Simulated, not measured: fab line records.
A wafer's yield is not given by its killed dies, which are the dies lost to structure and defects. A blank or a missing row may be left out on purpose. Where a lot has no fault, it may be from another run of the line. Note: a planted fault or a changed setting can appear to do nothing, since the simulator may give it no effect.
Comparing a struck lot with a sound one | flow rit_cmos | 15 out of 202 route steps
Sound: these wafers, L253.1, L253.2, L253.3. The struck wafers were L262.1, L262.2, L262.4. The cause comes at the end.
Per side, at each step with rows, come the tool, then ch with its chambers, and then its first start. Under that, the readings that differ: sound wafers | struck wafers | difference of the means | sigmas: that difference in standard deviations of wafers without a fault.
alike: readings with means less than 2 such deviations apart, plus words and numbers identical on both sides. not compared: withheld readings, readings lacking a value on some wafer, bounds such as >300 that could conceal the same value, and numbers that have no deviation in the record and whose values overlap.
Wherever a step has rows on one side only, a row that says differs or no value, or a row with sigmas, the two part there. When numbers do not overlap yet have no deviation, they are printed without sigmas and do not part them. A reading missing from all wafers of one side parts the sides only when that side holds two or more wafers.

RIT_CONTACT_CVD_00: deposits SiO2 from TEOS, target thk 400 nm, time 61 s.
  sound on pecvd-03 ch 0,1,2, day 4 20:19; struck on pecvd-03 ch 1,2, day 6 15:22
  alike: heater_power_w
RIT_CONTACT_THK_MEAS_01:
  sound on film_metro-01, day 4 20:22; struck on film_metro-02, day 6 15:25
  alike: CONTACT_TEOS_THK
then, 6 steps without rows for these wafers: RIT_CONTACT_HMDS_02 (prime time 60 s); RIT_CONTACT_COAT_03 (resist thk 1000 nm); RIT_CONTACT_SOFTBAKE_04 (time 60 s); RIT_CONTACT_EXPOSE_05 (exposes mask M11, target cd 1000 nm); RIT_CONTACT_PEB_06; RIT_CONTACT_DEVELOP_07 (develop time 120 s).
RIT_CONTACT_CD_MEAS_08: the cd target is 1000 nm.
  sound on cd_sem-01, day 4 21:31; struck on cd_sem-02, day 6 16:27
  alike: cd_nm
RIT_CONTACT_OVL_MEAS_09:
  sound on overlay-02, day 4 21:38; struck on overlay-02, day 6 16:34
  alike: CONTACT_OVL
then, 1 step without rows for these wafers: RIT_CONTACT_HARDBAKE_10 (time 60 s).
RIT_CONTACT_ETCH_11: etches SiO2 in CHF3/CF4/Ar, stops on TiSi2, target depth 480 nm, time 320 s.
  sound on rie_diel-01 ch 0,1,3, day 4 21:50; struck on rie_diel-01 ch 1,2, day 6 16:46
  alike: drypump_motor_current_A, oes_product_au, throttle_valve_pct
  not compared: rf_hours_counter_h
RIT_CONTACT_STRIP_12: strips in O2, time 180 s.
  sound on plasma_asher-03 ch 0,1, day 4 22:01; struck on plasma_asher-03 ch 0,1, day 6 17:03
  reading          | sound             | struck            | difference | sigmas
  run_length_s (s) | 208.7 208.9 208.3 | 200.8 200.4 200.5 | -8.1       | -20
  alike: drypump_motor_current_A, o2_flow_sccm
  not compared: rf_hours_counter_h
RIT_CONTACT_CD_MEAS_90: the cd target is 1000 nm.
  sound on cd_sem-02, day 4 22:12; struck on cd_sem-02, day 6 17:13
  alike: cd_nm
RIT_M1_PROBE_99:
  sound on prober-01, day 5 02:45; struck on prober-02, day 6 21:51
  alike: killed_at_M0_to_M3, killed_at_contacts, killed_at_front_end, killed_dies, killed_open, killed_short

## WHERE THEY PART
Only at RIT_CONTACT_STRIP_12, as far as this record shows. Later steps at which nothing parts them and some readings are alike: RIT_CONTACT_CD_MEAS_90, RIT_M1_PROBE_99.

WHY: what had been put in by the simulator
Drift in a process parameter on plasma_asher-03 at RIT_CONTACT_STRIP_12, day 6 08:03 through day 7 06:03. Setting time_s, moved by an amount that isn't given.
